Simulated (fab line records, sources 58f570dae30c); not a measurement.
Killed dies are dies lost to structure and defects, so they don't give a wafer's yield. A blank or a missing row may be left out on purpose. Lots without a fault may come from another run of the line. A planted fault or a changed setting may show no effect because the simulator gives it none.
Tool commonality check | flow berkeley_cmos170 | 14 lots, 48 wafers sampled

WHY IT WAS OPENED
At UCB170_PVT_TW_MEAS_09 the reading PVT_TW is flagged on 2 of 14 lots. Wafers without a fault read 508, standard deviation 4.
Rule: a lot is flagged when every wafer of it that has a number lies more than 4 standard deviations from that mean, or none has a number. The other lots count as sound.

lot  | measured     | on            | PVT_TW, wafer by wafer  | flag
L490 | day 6 11:47  | film_metro-03 | 508 510 506             |
L491 | day 6 17:50  | film_metro-04 | 516 516 516             |
L493 | day 7 10:33  | film_metro-04 | 514 510 510             |
L495 | day 7 17:45  | film_metro-04 | 514 513 512             |
L496 | day 8 05:13  | film_metro-04 | 511 511 511             |
L499 | day 8 11:19  | film_metro-01 | 504 501 501             |
L500 | day 9 04:55  | film_metro-03 | 505 504 503             |
L505 | day 9 15:10  | film_metro-04 | 509 507 510             |
L509 | day 10 12:37 | film_metro-04 | 485 485 486 486 484 485 | FLAGGED
L508 | day 10 13:13 | film_metro-03 | 508 508 509             |
L510 | day 10 23:09 | film_metro-04 | 486 485 485 487 489 485 | FLAGGED
L512 | day 10 23:19 | film_metro-01 | 500 505 504             |
L511 | day 10 23:36 | film_metro-03 | 510 509 510             |
L513 | day 11 20:40 | film_metro-03 | 505 507 509             |
The numbers of the flagged lots are 486 on average: -22 against the usual, or -6 standard deviations.

WHICH TOOL RAN EACH LOT
The record holds 2 process steps before the reading, out of a route of 331 steps. In each cell: the tool, then ch and the chambers that the sampled wafers went through, then the start.
lot  | flag    | UCB170_PVT_IMPLANT_07           | UCB170_PVT_STRIP_08
L490 |         | implanter-03 ch 0, day 6 11:32  | plasma_asher-01 ch 0,1, day 6 11:41
L491 |         | implanter-03 ch 0, day 6 17:35  | plasma_asher-02 ch 0,1, day 6 17:44
L493 |         | implanter-01 ch 0, day 7 10:18  | plasma_asher-01 ch 0,1, day 7 10:27
L495 |         | implanter-01 ch 0, day 7 17:30  | plasma_asher-03 ch 0,1, day 7 17:39
L496 |         | implanter-01 ch 0, day 8 04:58  | plasma_asher-03 ch 0,1, day 8 05:07
L499 |         | implanter-03 ch 0, day 8 11:05  | plasma_asher-03 ch 0,1, day 8 11:13
L500 |         | implanter-02 ch 0, day 9 04:40  | plasma_asher-01 ch 0,1, day 9 04:49
L505 |         | implanter-02 ch 0, day 9 14:55  | plasma_asher-02 ch 0,1, day 9 15:03
L509 | FLAGGED | implanter-03 ch 0, day 10 12:22 | plasma_asher-03 ch 0,1, day 10 12:31
L508 |         | implanter-01 ch 0, day 10 12:58 | plasma_asher-01 ch 0,1, day 10 13:07
L510 | FLAGGED | implanter-03 ch 0, day 10 22:54 | plasma_asher-01 ch 0,1, day 10 23:03
L512 |         | implanter-02 ch 0, day 10 23:06 | plasma_asher-03 ch 0,1, day 10 23:14
L511 |         | implanter-01 ch 0, day 10 23:21 | plasma_asher-01 ch 0, day 10 23:30
L513 |         | implanter-01 ch 0, day 11 20:25 | plasma_asher-02 ch 0,1, day 11 20:34
What these steps do:
- UCB170_PVT_IMPLANT_07
- UCB170_PVT_STRIP_08: strips in O2.
- UCB170_PVT_TW_MEAS_09

FLAGGED OVER TOTAL, TOOL BY TOOL (the gauges that took the reading come last)
step                  | tool            | lots run | flagged | share of the flagged lots | sound lots run after its first flagged lot
UCB170_PVT_IMPLANT_07 | implanter-01    | 6        | 0       | none                      | -
UCB170_PVT_IMPLANT_07 | implanter-02    | 3        | 0       | none                      | -
UCB170_PVT_IMPLANT_07 | implanter-03    | 5        | 2       | all                       | 0
UCB170_PVT_STRIP_08   | plasma_asher-01 | 6        | 1       | some                      | 1 (L511)
UCB170_PVT_STRIP_08   | plasma_asher-02 | 3        | 0       | none                      | -
UCB170_PVT_STRIP_08   | plasma_asher-03 | 5        | 1       | some                      | 1 (L512)
UCB170_PVT_TW_MEAS_09 | film_metro-01   | 2        | 0       | none                      | -
UCB170_PVT_TW_MEAS_09 | film_metro-03   | 5        | 0       | none                      | -
UCB170_PVT_TW_MEAS_09 | film_metro-04   | 7        | 2       | all                       | 0

WHAT THE TABLE ALLOWS
2 rows of the table ran every flagged lot: implanter-03 at UCB170_PVT_IMPLANT_07, film_metro-04 at UCB170_PVT_TW_MEAS_09.
- implanter-03 at UCB170_PVT_IMPLANT_07: 2 of its 5 lots flagged. Its last sound lot is L499 (day 8 11:05), its first flagged lot L509 (day 10 12:22): a fault that began between those two fits. Its own readings lie more than 4 standard deviations out on every wafer of the flagged lots: beam_energy_keV.
- film_metro-04 at UCB170_PVT_TW_MEAS_09: 2 of its 7 lots flagged. Its last sound lot is L505 (day 9 15:10), its first flagged lot L509 (day 10 12:37): a fault that began between those two fits.
Counting lots can't tell these 2 tools apart, because each fits a fault that began at some hour. More lots, or a look at what each step does to the wafer, might.

WHAT THE SIMULATOR HAD PUT IN
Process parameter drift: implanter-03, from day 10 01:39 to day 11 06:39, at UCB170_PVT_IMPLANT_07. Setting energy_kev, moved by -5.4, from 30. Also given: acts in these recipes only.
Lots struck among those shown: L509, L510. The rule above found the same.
